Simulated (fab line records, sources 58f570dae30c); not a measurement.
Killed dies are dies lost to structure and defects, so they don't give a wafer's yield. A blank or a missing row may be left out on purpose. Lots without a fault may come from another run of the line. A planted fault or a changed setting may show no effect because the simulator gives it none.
fab line records | flow berkeley_cmos170
record lots=6 wafers=18 last_day=11
route steps=331 shown CONTACT@221
lots that met no fault: from a run of the same line without faults
start_h: hours from the record's first day to the start of the lot's first wafer shown | wait_h: hours since the lot's step before | " the same as in the row above | L1.1+2: a row that stands for several wafers | - no value, or no start given | * or withheld: withheld | < > ~ a bound
route shown NAME@n: a module of which the file shows steps, and the number in the route of the first | usual: mean/standard deviation of fault-free wafers | same: alike in all rows | chamber/n: place in a boat | sites: the reading at each site | _std_site: their standard deviation | _edge_site: outer sites' mean less inner sites' | radius_mm: how far each site lies from the wafer's centre | mask NAME#n: copy n | behind: the tool/chamber that last shaped the wafer | hold: why the lot was held/for how many hours/how that ended | device: the transistor (n, p or np) that didn't switch | end of line: the same wafers' tests at the end of the route | a step without rows: its recipe alone | killed: dies lost to structure and defects at the first sort, not the wafer's yield | map: a wafer's dies, x killed, . not, _ none there
set.NAME: the setting as run; set.NAME@STEP: as run at that earlier step | model.NAME: the simulator's own value behind a step, which no gauge read
lots at some steps of the route; a table a step, a row a wafer
services: from which hour (start_h, from the record's first day; less than 0 if before it) a tool's chamber was out of use, for how many hours, and why
## steps
# step UCB170_CONTACT_SOFTBAKE_05
# recipe resist=KrF temp_c=130 time_s=60
# step UCB170_CONTACT_STRIP_06
# recipe chemistry=O2 power_w=400 pressure_mtorr=3500 platen_temp_c=withheld o2_flow_sccm=400 overash_fraction=0.5
# usual drypump_motor_current_A=5.9/0.53 oes_product_au=0.735/0.0042 strip_time_to_endpoint_s=21.95/0.071
# columns lot.wafer tool chamber start_h wait_h drypump_motor_current_A oes_product_au rf_hours_counter_h strip_time_to_endpoint_s
L783.2 plasma_asher-02 0 187.30 0.1 6.4 0.744 52 21.92
L783.4 " 1 " " 6.6 0.731 - 22.01
L783.6 " 0 " " 6.5 0.728 - 21.95
L786.2 plasma_asher-04 0 187.30 0.1 5.2 0.741 44 21.94
L786.3 " 1 " " 5.5 0.741 - 21.96
L786.6 " 0 " " 5.1 0.733 - 21.88
L787.1 plasma_asher-03 0 213.16 0.1 5.9 0.738 11 21.92
L787.2 " 1 " " 5.3 0.740 11 21.81
L787.6 " 0 " " 5.9 0.729 - 21.82
L788.1 plasma_asher-02 1 213.16 0.1 6.6 0.739 54 22.05
L788.3 " 0 " " 6.5 0.737 - 22.07
L788.4 " 1 " " 6.6 0.729 - 22.08
L793.1 plasma_asher-04 0 227.02 0.1 5.1 0.732 48 21.89
L793.2 " 1 " " 5.6 0.728 48 21.88
L793.6 " 1 " " 5.6 0.732 - 21.89
L794.1 plasma_asher-03 1 235.27 0.1 5.3 0.739 13 21.86
L794.4 " 1 " " 5.4 0.729 - 21.82
L794.6 " 0 " " 5.9 0.731 - 21.81
# step UCB170_CONTACT_CLEAN_07
# recipe chemistry=SPM temp_c=120 time_s=600
# step UCB170_CONTACT_RTA_08
# recipe temp_c=900 time_s=10 ambient=N2
# usual lamp_power_pct=25.6/1.9 wafer_temp_C_max=903.1/0.66
# columns lot.wafer tool chamber start_h wait_h lamp_power_pct wafer_temp_C_max
L783.2 rtp_anneal-01 0 188.42 0.0 27.7 904.2
L783.4 " 0 " " 27.7 904.2
L783.6 " 0 " " 27.6 903.6
L786.2 rtp_anneal-02 0 188.49 0.1 23.9 903.8
L786.3 " 0 " " 23.9 902.7
L786.6 " 0 " " 23.9 902.8
L787.1 rtp_anneal-01 0 213.45 0.0 27.7 902.9
L787.2 " 0 " " 27.6 903.2
L787.6 " 0 " " 27.7 903.5
L788.1 rtp_anneal-02 0 213.45 0.0 23.9 904.0
L788.3 " 0 " " 23.9 903.2
L788.4 " 0 " " 23.9 903.4
L793.1 rtp_anneal-02 0 228.11 0.0 23.9 903.0
L793.2 " 0 " " 23.9 902.8
L793.6 " 0 " " 23.9 904.3
L794.1 rtp_anneal-01 0 235.54 0.0 27.7 904.0
L794.4 " 0 " " 27.6 902.9
L794.6 " 0 " " 27.6 903.0
# step UCB170_CONTACT_COAT_09
# recipe resist=BARC temp_c=withheld time_s=withheld spin_rpm=3000 resist_thk_nm=withheld
# step UCB170_CONTACT_COAT_10
# recipe resist=KrF spin_rpm=1500 resist_thk_nm=891.4
# step UCB170_CONTACT_SOFTBAKE_11
# recipe resist=KrF temp_c=130 time_s=60
# step UCB170_CONTACT_EXPOSE_12
# recipe mask_id=CONT target_cd_nm=700 na=0.5 sigma_outer=0.6 source_shape=conventional dose_mj=35
# step UCB170_CONTACT_PEB_13
# recipe peb_temp_c=130 peb_time_s=withheld resist=KrF
# step UCB170_CONTACT_DEVELOP_14
# recipe developer=TMAH develop_time_s=45 resist=KrF dev_temp_c=21
# step UCB170_CONTACT_CD_MEAS_15
# recipe target_cd_nm=700
# usual cd_nm=700.1/1.4
# columns lot.wafer tool chamber start_h wait_h cd_nm
L783.2 cd_sem-01 - 190.15 - 698.8
L783.4 " - " " 698.8
L783.6 " - " " 698.9
L786.2 cd_sem-02 - 190.22 - 697.9
L786.3 " - " " 698.0
L786.6 " - " " 699.0
L787.1 cd_sem-02 - 214.72 - 699.4
L787.2 " - " " 699.1
L787.6 " - " " 699.0
L788.1 cd_sem-02 - 214.96 - 699.2
L788.3 " - " " 700.9
L788.4 " - " " 701.3
L793.1 cd_sem-02 - 229.02 - 698.6
L793.2 " - " " 700.3
L793.6 " - " " 699.5
L794.1 cd_sem-02 - 236.91 - 698.7
L794.4 " - " " 697.4
L794.6 " - " " 698.9
# step UCB170_CONTACT_OVL_MEAS_16
# usual CONTACT_OVL=-2/5.9
# columns lot.wafer tool chamber start_h wait_h CONTACT_OVL[nm]
L783.2 overlay-01 - 190.26 0.1 4
L783.4 " - " " 0
L783.6 " - " " 0
L786.2 overlay-02 - 190.33 0.1 -7
L786.3 " - " " 4
L786.6 " - " " -2
L787.1 overlay-02 - 214.84 0.1 2
L787.2 " - " " -2
L787.6 " - " " 2
L788.1 overlay-02 - 215.08 0.1 -5
L788.3 " - " " -2
L788.4 " - " " 4
L793.1 overlay-02 - 229.14 0.1 -5
L793.2 " - " " 6
L793.6 " - " " 2
L794.1 overlay-02 - 237.03 0.1 11
L794.4 " - " " 4
L794.6 " - " " 3
# step UCB170_CONTACT_ETCH_17
# recipe chemistry=N2/H2 target_depth_a=withheld overetch_a=withheld target=BARC time_s=withheld source_w=500 bias_w=100 pressure_mtorr=30 n2_flow_sccm=100 h2_flow_sccm=200
# usual bias_w=99.98/0.3 chamber_pressure_mTorr=30.001/0.029 drypump_motor_current_A=5.8/0.43 oes_product_au=1.007/0.015 rf_fwd_power_W=495.7/1.5 throttle_valve_pct=13.36/0.16
# columns lot.wafer tool chamber start_h wait_h bias_w chamber_pressure_mTorr drypump_motor_current_A oes_product_au rf_fwd_power_W throttle_valve_pct
L783.2 rie_diel-02 3 190.29 0.0 99.70 30.007 6.2 1.030 495.4 13.39
L783.4 " 1 " " 99.69 30.034 5.1 1.016 494.6 13.26
L783.6 " 0 " " 99.70 29.994 6.1 1.023 497.2 13.18
L786.2 rie_diel-01 1 190.36 0.0 99.96 30.045 5.0 1.010 492.6 13.44
L786.3 " 0 " " 99.96 29.997 5.9 1.043 494.7 13.34
L786.6 " 3 " " 100.17 30.005 6.0 0.982 497.8 13.19
L787.1 rie_diel-02 3 214.87 0.0 - - - - - -
L787.2 " 0 " " - - - - - -
L787.6 " 1 " " - - - - - -
L788.1 rie_diel-04 2 215.11 0.0 - - - - - -
L788.3 " 3 " " - - - - - -
L788.4 " 1 " " - - - - - -
L793.1 rie_diel-02 0 229.18 0.0 100.19 29.956 6.1 1.016 495.3 13.19
L793.2 " 3 " " 100.27 29.977 6.2 1.011 496.8 13.41
L793.6 " 0 " " 100.23 29.990 6.1 1.025 496.5 13.19
L794.1 rie_diel-04 1 237.06 0.0 100.06 29.945 6.1 0.983 495.8 13.39
L794.4 " 3 " " 99.80 30.050 5.5 0.992 496.2 13.24
L794.6 " 2 " " 100.04 29.966 5.3 1.004 495.3 13.50
# step UCB170_CONTACT_ETCH_18
# recipe chemistry=CHF3/CF4/Ar target=PSG stop_on=TiSi2 CHF3_flow_sccm=45 cf4_flow_sccm=15 Ar_flow_sccm=150 pressure_mtorr=200 rf_w=700 target_depth_a=8400 over_etch_frac=0.2 time_s=195
# usual CHF3_flow_sccm=45.01/0.14 cf4_flow_sccm=15.00/0.042 drypump_motor_current_A=5.8/0.43 mfc_ar_sccm=150.0/0.46 oes_product_au=0.903/0.015 rf_fwd_power_W=697.8/2 throttle_valve_pct=6.97/0.11
# columns lot.wafer tool chamber start_h wait_h CHF3_flow_sccm cf4_flow_sccm drypump_motor_current_A mfc_ar_sccm oes_product_au rf_fwd_power_W rf_hours_counter_h throttle_valve_pct
L783.2 rie_diel-02 3 - - 45.08 14.97 6.2 150.0 0.912 696.4 37 7.01
L783.4 " 1 " " 44.96 15.07 5.2 150.2 0.907 695.1 101 6.93
L783.6 " 0 " " 45.11 15.01 6.1 150.0 0.908 697.8 - 6.87
L786.2 rie_diel-01 1 - - 45.28 15.00 5.1 150.0 0.915 695.8 85 7.07
L786.3 " 0 " " 44.95 15.00 5.9 150.2 0.928 696.6 66 6.94
L786.6 " 3 " " 45.02 14.95 6.0 149.6 0.881 698.4 - 6.85
L787.1 rie_diel-02 3 - - 45.10 14.95 6.2 149.9 0.385 698.6 38 7.00
L787.2 " 0 " " 45.07 14.99 6.1 150.5 0.381 694.9 27 6.88
L787.6 " 1 " " 44.95 14.93 5.1 150.1 0.377 696.5 - 6.91
L788.1 rie_diel-04 2 - - 45.13 15.03 5.3 149.5 0.370 700.5 81 7.10
L788.3 " 3 " " 44.92 14.97 5.5 150.5 0.368 700.2 8 6.81
L788.4 " 1 " " 44.90 14.95 6.1 150.1 0.370 697.4 52 6.99
L793.1 rie_diel-02 0 - - 45.01 14.96 6.1 150.1 0.905 698.1 28 6.88
L793.2 " 3 " " 45.10 15.02 6.2 150.1 0.907 698.2 39 7.02
L793.6 " 0 " " 45.07 15.04 6.1 150.2 0.901 696.3 - 6.87
L794.1 rie_diel-04 1 - - 44.92 14.95 6.1 149.4 0.881 696.7 53 6.97
L794.4 " 3 " " 44.74 15.03 5.5 150.0 0.884 698.6 10 6.83
L794.6 " 2 " " 44.93 14.98 5.3 149.6 0.897 697.7 - 7.10
# step UCB170_CONTACT_STRIP_19
# recipe chemistry=O2 power_w=400 pressure_mtorr=3500 platen_temp_c=withheld o2_flow_sccm=400 overash_fraction=0.5
# usual drypump_motor_current_A=5.8/0.54 oes_product_au=0.725/0.0046
# columns lot.wafer tool chamber start_h wait_h drypump_motor_current_A oes_product_au rf_hours_counter_h
L783.2 plasma_asher-03 1 190.46 - 5.4 0.726 8
L783.4 " 1 " " 5.4 0.728 -
L783.6 " 0 " " 5.9 0.731 -
L786.2 plasma_asher-02 1 190.53 - 6.6 0.734 52
L786.3 " 0 " " 6.4 0.725 -
L786.6 " 0 " " 6.4 0.714 -
L787.1 plasma_asher-02 0 215.04 - 6.4 0.715 55
L787.2 " 1 " " 6.5 0.722 55
L787.6 " 0 " " 6.5 0.732 -
L788.1 plasma_asher-04 1 215.28 - 5.5 0.724 48
L788.3 " 1 " " 5.5 0.728 -
L788.4 " 0 " " 5.1 0.727 -
L793.1 plasma_asher-03 0 229.34 - 5.9 0.720 13
L793.2 " 1 " " 5.4 0.723 13
L793.6 " 0 " " 5.9 0.730 -
L794.1 plasma_asher-03 0 237.23 - 5.9 0.726 14
L794.4 " 1 " " 5.4 0.724 -
L794.6 " 0 " " 5.9 0.725 -
# step UCB170_CONTACT_CD_MEAS_90
# recipe target_cd_nm=700
# usual cd_nm=700.0/1.4
# columns lot.wafer tool chamber start_h wait_h cd_nm
L783.2 cd_sem-01 - 190.62 0.1 698.9
L783.4 " - " " 699.1
L783.6 " - " " 699.9
L786.2 cd_sem-01 - 190.74 0.2 697.8
L786.3 " - " " 698.6
L786.6 " - " " 698.7
L787.1 cd_sem-02 - 215.32 0.2 -
L787.2 " - " " -
L787.6 " - " " -
L788.1 cd_sem-02 - 215.56 0.2 -
L788.3 " - " " -
L788.4 " - " " -
L793.1 cd_sem-01 - 229.44 0.1 699.1
L793.2 " - " " 699.9
L793.6 " - " " 700.1
L794.1 cd_sem-02 - 237.33 0.1 699.2
L794.4 " - " " 697.5
L794.6 " - " " 698.2
# step UCB170_CONTACT_CLEAN_20
# recipe chemistry=SPM temp_c=120 time_s=600
## services
# columns tool chamber start_h hours kind
rie_diel-01 1 171.87 4.1 repair
rie_diel-04 0 183.58 - clean
rie_diel-04 0 183.58 15.1 scheduled_down
rie_diel-04 0 183.58 15.1 vent_cycle
rie_diel-01 0 195.05 6.5 repair
rie_diel-02 3 197.94 9.5 repair
plasma_asher-02 - 204.21 5.4 repair
plasma_asher-04 - 214.87 0.4 repair
rtp_anneal-01 - 224.21 5.2 pm
## key
first_sign step=UCB170_CONTACT_ETCH_17 reading=tool_record direction=missing
effect step=UCB170_CONTACT_ETCH_18 reading=oes_product_au direction=down sigmas=36 usual=0.903 struck=0.375
effect step=UCB170_CONTACT_CD_MEAS_90 reading=cd_nm direction=missing
met_at UCB170_CONTACT_ETCH_17
struck_wafers L787.1,L787.2,L787.6,L788.1,L788.3,L788.4
later_rows_left_out L787.1,L787.2,L787.6,L788.1,L788.3,L788.4
sort_left_out L787.1,L787.2,L787.6,L788.1,L788.3,L788.4
tester_left_out L787,L788
onset_between 190.29 214.87
fault kind=skipped_step_whole tool=rie_diel-02,rie_diel-04 chamber=- onset_h=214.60 steps=UCB170_CONTACT_ETCH_17 scope=struck_lots_only
# tester_left_out: of these lots the tester's yield and bins aren't shown, on N5 and GAA mostly nor the transistor test; their killed dies are dies lost to structure and defects alone, not to doping, threshold or leakage, so they don't give the yield
# sort_left_out: the simulated sort isn't trusted on such a fault, so these wafers' sort isn't shown, and their yield isn't known
# later_rows_left_out: the simulator's readings of these wafers behind a module that went badly wrong aren't trusted and aren't shown, but for the sort
